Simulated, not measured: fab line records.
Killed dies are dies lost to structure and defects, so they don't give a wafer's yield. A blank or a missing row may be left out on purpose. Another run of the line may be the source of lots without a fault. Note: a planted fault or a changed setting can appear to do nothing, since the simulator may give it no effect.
Split-lot study    flow rit cmos    23 wafers read across 5 lots, on a route 202 steps long

## THE SPLIT
At RIT_ACTIVE_COAT_06 (resist thk 1000 nm), the setting spin rpm was moved away from the recipe's 3250 rpm on 7 of the 23 wafers read, by -6.1% to +6.5%. For the rest of the wafers, this setting stayed at what the recipe calls for.

## FROM THE SPLIT TO THE READING: what the file shows between them, 4 steps
- RIT_ACTIVE_SOFTBAKE_07: time 60 s
- RIT_ACTIVE_EXPOSE_08: exposes mask M1, target cd 1400 nm
- RIT_ACTIVE_DEVELOP_10: develop time 50 s
- RIT_ACTIVE_HARDBAKE_12: time 60 s

## THE READING
NOVOLAK_of_ACTIVE_COAT_06.thk nm (the simulator's own value, which no gauge read), in nm, at RIT_ACTIVE_ETCH_13 (etches Si3N4 in SF6, stops on SiO2, time 210 s, target depth 210 nm). The file does not state a usual value for it. Here, 16 wafers ran the recipe; their average is 659.3 nm with a standard deviation of 4.5 nm.

wafer   tool, chamber at the split  spin rpm as run, rpm  against the recipe  NOVOLAK_of_ACTIVE_COAT_06.thk nm, nm  against lot-mates on the recipe
L074.1  litho track-03, 0           3250                  recipe              664.5                                 -
L074.2  litho track-03, 0           3250                  recipe              664.3                                 -
L074.3  litho track-03, 0           3250                  recipe              655.4                                 -
L074.4  litho track-03, 0           3250                  recipe              661.4                                 -
L074.5  litho track-03, 0           3250                  recipe              655.6                                 -
L075.1  litho track-03, 0           3250                  recipe              659                                   -
L075.3  litho track-03, 0           3250                  recipe              662.7                                 -
L075.4  litho track-03, 0           3250                  recipe              666.4                                 -
L075.5  litho track-03, 0           3148                  -3.1%               669.9                                 +7.2
L075.6  litho track-03, 0           3148                  -3.1%               678.5                                 +15.8
L076.1  litho track-01, 0           3250                  recipe              653.6                                 -
L076.3  litho track-01, 0           3250                  recipe              661                                   -
L076.5  litho track-01, 0           3250                  recipe              662.4                                 -
L082.1  litho track-01, 0           3250                  recipe              661.1                                 -
L082.3  litho track-01, 0           3052                  -6.1%               690.3                                 +32.2
L082.4  litho track-01, 0           3250                  recipe              655.1                                 -
L082.5  litho track-01, 0           3052                  -6.1%               683.4                                 +25.3
L082.6  litho track-01, 0           3052                  -6.1%               688.6                                 +30.5
L084.2  litho track-04, 0           3250                  recipe              661.4                                 -
L084.3  litho track-04, 0           3250                  recipe              650.6                                 -
L084.4  litho track-04, 0           3250                  recipe              654.4                                 -
L084.5  litho track-04, 0           3460                  +6.5%               645.9                                 -9.6
L084.6  litho track-04, 0           3460                  +6.5%               634.4                                 -21.1

FIT RESULTS
A straight line over all 23 wafers: NOVOLAK_of_ACTIVE_COAT_06.thk nm changes by -3.91 nm for each +1% of spin rpm; r = -0.92; the points scatter about the line by 5.1 nm.
The same after taking each lot's own level away (the mean of its wafers on the recipe; 23 wafers): -3.67 nm for each +1%; r = -0.91; scatter 5.3 nm.
Per that fit: largest spin rpm move, reading shift of 24 nm.
The span of the lots' own levels, 655.47 to 662.70 nm, comes to 1.6 times the standard deviation stated above.
The two slopes are in agreement: the lot-to-lot level therefore moves the slope only a little.
Check: -26.8 nm against its lot-mates is what the line predicts for one of the wafers moved furthest among these (+6.5%) when that wafer is left out of the fit. It came out at -9.57 nm against them.

## THE OTHER SPLITS THESE WAFERS WENT THROUGH
Before the reading, these wafers also passed through other splits. Each is held against what the fit with the lots' levels taken away leaves over:
other split on the same wafers    wafers away from the commonest value  r with NOVOLAK_of_ACTIVE_COAT_06.thk nm (lot level and that fit taken away)
RIT_ACTIVE_CVD_03 pressure mtorr  18                                    +0.15

## THE WHOLE CHAIN: every reading that the file lists as answering this split, in the file's order
step                    what it does                                                         reading                                                                            change (the file's fit)               r (the file's)
RIT_ACTIVE_COAT_06      resist thk 1000 nm                                                   NOVOLAK_of_ACTIVE_COAT_06.thk nm (the simulator's own value, which no gauge read)  -5.29 nm for each +1% of the setting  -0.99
RIT_ACTIVE_HARDBAKE_12  time 60 s                                                            NOVOLAK_of_ACTIVE_COAT_06.thk nm (the simulator's own value, which no gauge read)  -4.63 nm for each +1% of the setting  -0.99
RIT_ACTIVE_ETCH_13      etches Si3N4 in SF6, stops on SiO2, time 210 s, target depth 210 nm  NOVOLAK_of_ACTIVE_COAT_06.thk nm (the simulator's own value, which no gauge read)  -3.54 nm for each +1% of the setting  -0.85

## THE FILE'S OWN FIT
NOVOLAK_of_ACTIVE_COAT_06.thk nm changes by -3.54 nm for each +1% of spin rpm, r = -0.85.
